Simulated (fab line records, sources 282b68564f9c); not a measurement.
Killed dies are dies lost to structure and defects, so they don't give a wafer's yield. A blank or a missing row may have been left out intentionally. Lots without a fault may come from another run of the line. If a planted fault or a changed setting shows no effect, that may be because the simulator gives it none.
The tool behind it: which one? | flow rit-cmos | 7 lots, 21 wafers sampled, at 2 steps of a route of 202

## WHAT THE GAUGES SHOWED, per wafer
RIT_SDANNEAL_RS_MEAS_04: a four-point-probe measurement.
lot  | measured    | on            | PSD_RS (ohm/sq)
L553 | day 3 23:30 | film-metro-02 | 116.99 116.86 117.04
L556 | day 4 14:05 | film-metro-03 | 116.84 117.30 117.05
L559 | day 5 04:37 | film-metro-03 | 116.52 117.06 117.03
L561 | day 5 14:19 | film-metro-02 | 117.15 116.93 117.08
L563 | day 6 00:40 | film-metro-01 | 116.28 116.34 116.86
L570 | day 7 11:19 | film-metro-03 | 118.53 118.79 118.63
L572 | day 7 21:30 | film-metro-03 | 117.04 117.00 117.20

## TOOL THAT RAN EACH LOT (tool first, then ch and the chambers of the sampled wafers, then the start)
lot  | RIT_PSD_IMPLANT_08
L553 | implanter-01 ch 0, day 3 22:40
L556 | implanter-03 ch 0, day 4 13:13
L559 | implanter-04 ch 0, day 5 03:44
L561 | implanter-03 ch 0, day 5 13:30
L563 | implanter-01 ch 0, day 5 23:48
L570 | implanter-04 ch 0, day 7 10:28
L572 | implanter-01 ch 0, day 7 20:41
- RIT_PSD_IMPLANT_08

## THE ANSWER, worked out from the rows above alone
Rule: the usual values come from the lots themselves. Put in order of their means at a reading, lots are off if they are a third of the lots or fewer, leave a main group of 4 or more, and stand apart from it by a gap of 3 or more times the standard deviation of the main group's means; of several such gaps the widest counts. The tables above print the reading to a certain number of digits; a main group whose means all agree to those digits is not used. A lot without any number at a reading at which 4 lots or more have one is off too. Where the step has rows for the other lots, those lots are counted as sound.
Off: at RIT_SDANNEAL_RS_MEAS_04 (PSD_RS), L570. The main group has a mean of 116.92 ohm/sq with a standard deviation of 0.2.
A tool fits if, at a process step before that reading, it ran every lot that is off, and no sound lot after the first of them. Gauges at RIT_SDANNEAL_RS_MEAS_04: tried the same way as those tools. One fits: implanter-04 at RIT_PSD_IMPLANT_08. A fault onset in the window from L559 (day 5 03:44, its last sound lot) to L570 (day 7 10:28, its first lot off) fits.

## WHAT THE SIMULATOR HAD PUT IN
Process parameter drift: implanter-04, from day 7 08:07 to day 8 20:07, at RIT_PSD_IMPLANT_08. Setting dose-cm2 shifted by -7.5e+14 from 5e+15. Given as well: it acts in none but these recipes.
Struck lots among those shown: L570. The rule given above showed the same thing.
